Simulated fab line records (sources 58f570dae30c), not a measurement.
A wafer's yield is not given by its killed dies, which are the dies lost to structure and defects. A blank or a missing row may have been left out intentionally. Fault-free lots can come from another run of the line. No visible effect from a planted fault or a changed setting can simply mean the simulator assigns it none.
fab line records	flow berkeley-cmos170
record lots=15	wafers=45	last-day=13
route steps=331 shown PWELL@47 ACTIVE@74 NVT@108
lots with no fault: from the same line, run without faults
start-h: hours from the record's first day to the start of the lot's first wafer shown	wait-h: hours since the lot's step before	" repeats the value in the row above	L1.1+2: one row covering several wafers at once	- no value, or no start was given	* or withheld: withheld	< > ~ a bound
route shown NAME@n: NAME is a module with steps in the file, n the number in the route of the first one	usual: the fault-free wafers' mean and standard deviation	same: alike in all rows	chamber/n: place in a boat	sites: the reading at each site	_std_site: the standard deviation of these	_edge_site: inner sites' mean taken away from outer sites' mean	radius-mm: for every site, how far away it sits from the centre of the wafer	mask NAME#n: copy n	behind: the most recent tool/chamber to have shaped the wafer	hold: cause of the lot's hold/its duration in hours/its outcome	device: names the non-switching transistor (n, p or np)	end of line: the tests these same wafers got at the end of their route	for a step that has no rows: nothing shown but its recipe	killed: at the first sort, the dies lost to defects and structure; wafer yield is something else	map: shows each die of a wafer: x if killed, . if not, _ if none is there
set.NAME: the setting as run; set.NAME@STEP: as run at that earlier step	model.NAME: the simulator's own value behind a step, which no gauge read
the route's steps for a sample of lots (tables are steps, rows are wafers)
services: a tool's chamber out of use, with start hour (start-h, from the record's first day; less than 0 if before it), hours out, and reason
## steps
# step UCB170_PWELL_OVL_MEAS_13
# usual PWELL_OVL=-1/5.4
lot.wafer	tool	chamber	start-h	wait-h	PWELL_OVL[nm]
L956.3	overlay-02	-	45.71	-	-2
L956.4	"	-	"	"	7
L956.6	"	-	"	"	9
L960.1	overlay-02	-	76.84	-	-3
L960.4	"	-	"	"	3
L960.6	"	-	"	"	14
L964.1	overlay-01	-	101.71	-	1
L964.4	"	-	"	"	3
L964.6	"	-	"	"	0
L966.2	overlay-02	-	101.77	-	-1
L966.3	"	-	"	"	4
L966.6	"	-	"	"	-3
L967.2	overlay-01	-	119.10	-	4
L967.3	"	-	"	"	-1
L967.5	"	-	"	"	1
L968.3	overlay-02	-	119.38	-	-3
L968.5	"	-	"	"	0
L968.6	"	-	"	"	5
L969.2	overlay-01	-	123.46	-	6
L969.4	"	-	"	"	7
L969.6	"	-	"	"	6
L972.2	overlay-02	-	130.51	-	-5
L972.5	"	-	"	"	3
L972.6	"	-	"	"	-7
L973.3	overlay-01	-	140.56	-	1
L973.4	"	-	"	"	4
L973.5	"	-	"	"	2
L975.2	overlay-02	-	145.28	-	-8
L975.3	"	-	"	"	1
L975.4	"	-	"	"	-3
L974.1	overlay-01	-	145.51	-	-2
L974.5	"	-	"	"	-7
L974.6	"	-	"	"	-2
L976.2	overlay-02	-	155.65	-	-3
L976.3	"	-	"	"	5
L976.6	"	-	"	"	4
L977.1	overlay-01	-	161.45	-	3
L977.5	"	-	"	"	6
L977.6	"	-	"	"	-1
L979.1	overlay-02	-	171.66	-	-1
L979.4	"	-	"	"	-4
L979.6	"	-	"	"	-6
L978.2	overlay-02	-	172.04	-	8
L978.3	"	-	"	"	-3
L978.5	"	-	"	"	-3
# step UCB170_PWELL_STRIP_16
# recipe chemistry=O2	power-w=400	pressure-mtorr=3500	platen-temp-c=withheld	o2-flow-sccm=400	overash-fraction=0.4734
# usual drypump-motor-current-A=5.3/0.34	o2-flow-sccm=399.7/1	oes-product-au=0.729/0.0043	strip-time-to-endpoint-s=18.07/0.065
lot.wafer	tool	chamber	start-h	wait-h	drypump-motor-current-A	o2-flow-sccm	oes-product-au	rf-hours-counter-h	strip-time-to-endpoint-s
L956.3	plasma-asher-03	0	46.02	0.1	4.8	400.8	0.735	-	18.03
L956.4	"	1	"	"	5.0	400.0	0.730	-	18.05
L956.6	"	0	"	"	4.8	400.3	0.733	-	17.99
L960.1	plasma-asher-02	0	77.13	0.1	5.2	402.0	0.732	34	18.03
L960.4	"	1	"	"	5.6	399.2	0.728	-	18.07
L960.6	"	0	"	"	5.2	398.5	0.733	-	18.08
L964.1	plasma-asher-03	1	101.99	0.1	5.0	397.7	0.731	31	17.95
L964.4	"	0	"	"	4.8	402.5	0.725	-	18.01
L964.6	"	1	"	"	5.0	399.1	0.734	-	18.01
L966.2	plasma-asher-01	1	102.05	0.1	5.3	401.3	0.731	39	17.97
L966.3	"	0	"	"	5.9	399.8	0.723	-	17.96
L966.6	"	0	"	"	5.9	399.7	0.733	-	18.05
L967.2	plasma-asher-03	1	119.38	0.1	4.9	400.8	0.724	34	18.03
L967.3	"	0	"	"	4.9	400.2	0.722	-	17.99
L967.5	"	1	"	"	4.9	400.1	0.735	-	18.05
L968.3	plasma-asher-03	1	119.69	0.1	5.0	400.3	0.720	-	18.08
L968.5	"	0	"	"	4.8	399.9	0.733	-	18.12
L968.6	"	1	"	"	5.0	399.0	0.732	-	18.04
L969.2	plasma-asher-02	0	123.74	0.1	5.2	400.2	0.726	40	18.12
L969.4	"	1	"	"	5.6	400.1	0.727	-	18.07
L969.6	"	0	"	"	5.2	399.5	0.733	-	18.09
L972.2	plasma-asher-02	0	130.79	0.1	5.2	399.6	0.731	41	17.98
L972.5	"	1	"	"	5.6	401.4	0.735	-	18.09
L972.6	"	0	"	"	5.2	400.8	0.736	-	18.05
L973.3	plasma-asher-02	1	140.87	0.1	5.6	399.3	0.735	-	18.10
L973.4	"	0	"	"	5.2	399.1	0.729	-	18.01
L973.5	"	0	"	"	5.2	401.0	0.727	-	18.08
L975.2	plasma-asher-03	0	145.56	0.1	4.9	400.5	0.721	36	18.15
L975.3	"	0	"	"	4.8	399.0	0.736	-	18.08
L975.4	"	1	"	"	5.0	401.0	0.723	-	18.12
L974.1	plasma-asher-02	0	145.80	0.1	5.2	399.0	0.730	42	18.21
L974.5	"	0	"	"	5.2	398.6	0.728	-	18.20
L974.6	"	1	"	"	5.6	398.7	0.731	-	18.16
L976.2	plasma-asher-01	0	155.93	0.1	5.9	399.5	0.733	4	18.09
L976.3	"	0	"	"	5.9	399.6	0.731	-	18.04
L976.6	"	1	"	"	5.3	398.3	0.721	-	18.03
L977.1	plasma-asher-03	1	161.74	0.1	5.0	398.8	0.731	38	18.10
L977.5	"	0	"	"	4.8	398.7	0.731	-	18.22
L977.6	"	1	"	"	5.0	399.2	0.722	-	18.19
L979.1	plasma-asher-01	0	171.95	0.1	5.9	399.1	0.731	6	18.17
L979.4	"	0	"	"	5.9	399.2	0.737	-	18.04
L979.6	"	1	"	"	5.3	400.3	0.728	-	18.03
L978.2	plasma-asher-02	1	172.32	0.1	5.6	400.5	0.727	45	18.09
L978.3	"	1	"	"	5.6	399.9	0.730	-	18.10
L978.5	"	0	"	"	5.2	399.0	0.732	-	18.14
# step UCB170_ACTIVE_OVL_MEAS_14
# usual ACTIVE_OVL=-3/4.8
lot.wafer	tool	chamber	start-h	wait-h	ACTIVE_OVL[nm]
L956.3	overlay-01	-	80.52	0.1	3
L956.4	"	-	"	"	1
L956.6	"	-	"	"	3
L960.1	overlay-01	-	112.33	0.1	-9
L960.4	"	-	"	"	-5
L960.6	"	-	"	"	-7
L966.2	overlay-01	-	130.51	0.1	-10
L966.3	"	-	"	"	-14
L966.6	"	-	"	"	0
L964.1	overlay-01	-	130.75	0.1	1
L964.4	"	-	"	"	-2
L964.6	"	-	"	"	-3
L967.2	overlay-01	-	151.77	0.1	3
L967.3	"	-	"	"	-4
L967.5	"	-	"	"	-2
L969.2	overlay-01	-	152.13	0.1	3
L969.4	"	-	"	"	5
L969.6	"	-	"	"	3
L968.3	overlay-02	-	152.37	0.1	-3
L968.5	"	-	"	"	-7
L968.6	"	-	"	"	3
L972.2	overlay-02	-	161.99	0.1	-3
L972.5	"	-	"	"	-8
L972.6	"	-	"	"	-3
L973.3	overlay-02	-	173.60	0.1	0
L973.4	"	-	"	"	-2
L973.5	"	-	"	"	1
L975.2	overlay-02	-	179.05	0.1	-7
L975.3	"	-	"	"	-8
L975.4	"	-	"	"	-8
L974.1	overlay-01	-	179.32	0.1	-3
L974.5	"	-	"	"	-1
L974.6	"	-	"	"	0
L976.2	overlay-01	-	190.97	0.1	-4
L976.3	"	-	"	"	-2
L976.6	"	-	"	"	4
L977.1	overlay-02	-	198.79	0.1	-7
L977.5	"	-	"	"	-5
L977.6	"	-	"	"	-7
L979.1	overlay-01	-	211.82	0.1	1
L979.4	"	-	"	"	1
L979.6	"	-	"	"	3
L978.2	overlay-01	-	211.95	0.1	3
L978.3	"	-	"	"	4
L978.5	"	-	"	"	5
# step UCB170_NVT_PEB_04
# recipe peb-temp-c=130	peb-time-s=withheld	resist=KrF
# usual chill-plate-temp-C=23.01/0.1	exhaust-pa=45.2/0.97	heater-power-total-W=56.80/0.041	resist-line-temp-C=23.01/0.11
lot.wafer	tool	chamber	start-h	wait-h	chill-plate-temp-C	exhaust-pa	heater-power-total-W	resist-line-temp-C
L956.3	litho-track-01	0	116.06	0.7	23.20	45.1	56.84	23.09
L956.4	"	0	"	"	23.22	46.6	56.73	23.06
L956.6	"	0	"	"	23.28	46.5	56.85	22.94
L960.1	litho-track-03	0	146.99	0.1	23.08	43.9	56.81	22.97
L960.4	"	0	"	"	22.96	43.9	56.83	22.94
L960.6	"	0	"	"	23.03	43.6	56.79	23.17
L964.1	litho-track-03	-	172.54	0.2	-	-	-	-
L964.4	"	-	"	"	-	-	-	-
L964.6	"	-	"	"	-	-	-	-
L966.2	litho-track-03	-	172.84	0.2	-	-	-	-
L966.3	"	-	"	"	-	-	-	-
L966.6	"	-	"	"	-	-	-	-
L969.2	litho-track-01	0	193.82	0.1	23.07	43.3	56.80	23.01
L969.4	"	0	"	"	23.12	44.8	56.82	23.02
L969.6	"	0	"	"	22.94	44.5	56.82	22.99
L968.3	litho-track-02	0	194.01	0.2	22.82	44.7	56.71	22.92
L968.5	"	0	"	"	22.91	46.0	56.80	22.83
L968.6	"	0	"	"	22.96	44.3	56.81	23.04
L967.2	litho-track-03	-	194.49	0.4	-	-	-	-
L967.3	"	-	"	"	-	-	-	-
L967.5	"	-	"	"	-	-	-	-
L972.2	litho-track-03	0	208.22	0.1	23.04	45.4	56.83	22.94
L972.5	"	0	"	"	22.95	44.9	56.83	22.80
L972.6	"	0	"	"	23.09	44.8	56.83	22.77
L974.1	litho-track-01	0	216	-	22.97	45.3	56.81	22.82
L974.5	"	0	"	"	23.10	45.6	56.85	22.84
L974.6	"	0	"	"	22.92	45.3	56.83	22.85
L973.3	litho-track-02	0	216	-	23.15	44.6	56.77	23.04
L973.4	"	0	"	"	23.04	45.0	56.87	23.05
L973.5	"	0	"	"	23.06	45.1	56.74	23.19
L975.2	litho-track-03	0	216.73	1.0	23.01	45.9	56.85	23.21
L975.3	"	0	"	"	22.99	45.3	56.74	23.02
L975.4	"	0	"	"	23.16	45.5	56.77	22.99
L977.1	litho-track-01	0	225.62	0.1	23.04	45.5	56.80	23.11
L977.5	"	0	"	"	23.01	45.1	56.72	22.85
L977.6	"	0	"	"	23.14	44.9	56.83	23.05
L976.2	litho-track-01	0	225.94	0.1	23.05	44.8	56.82	22.96
L976.3	"	0	"	"	23.14	44.7	56.73	23.10
L976.6	"	0	"	"	23.00	46.5	56.84	23.08
L978.2	litho-track-02	0	243.78	0.6	22.96	43.2	56.84	23.07
L978.3	"	0	"	"	22.93	44.7	56.81	22.99
L978.5	"	0	"	"	22.88	45.8	56.82	23.16
L979.1	litho-track-02	0	244.03	0.7	23.02	46.0	56.81	22.93
L979.4	"	0	"	"	22.85	47.5	56.78	22.99
L979.6	"	0	"	"	22.95	46.0	56.82	22.89
## services
tool	chamber	start-h	hours	kind
plasma-asher-01	-	108.75	9.0	pm
plasma-asher-01	0	108.75	9.0	vent-cycle
plasma-asher-01	1	108.75	9.0	vent-cycle
plasma-asher-01	0	117.75	-	clean
plasma-asher-01	1	117.75	-	clean
plasma-asher-02	-	185.92	0.7	repair
plasma-asher-02	-	189.25	0.6	repair
plasma-asher-01	-	234.27	2.3	repair
## key
first-sign step=UCB170_NVT_PEB_04	reading=tool-record	direction=missing
effect none on later readings
met-at UCB170_NVT_PEB_04
struck-lots L964,L966,L967
sort-left-out L964.1,L964.4,L964.6,L966.2,L966.3,L966.6,L967.2,L967.3,L967.5
tester-left-out L964,L966,L967
not-acting-at UCB170_PWELL_OVL_MEAS_13,UCB170_PWELL_STRIP_16,UCB170_ACTIVE_OVL_MEAS_14
onset-between 146.99 172.54
fault kind=skipped-step-whole	tool=litho-track-03	chamber=-	onset-h=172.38	steps=UCB170_NVT_PEB_04	scope=struck-lots-only
# tester-left-out: of these lots the tester's yield and bins aren't shown, on N5 and GAA mostly nor the transistor test; their killed dies are dies lost to structure and defects alone, not to doping, threshold or leakage, so they don't give the yield
# sort-left-out: the simulated sort isn't trusted on such a fault, so these wafers' sort isn't shown, and their yield isn't known
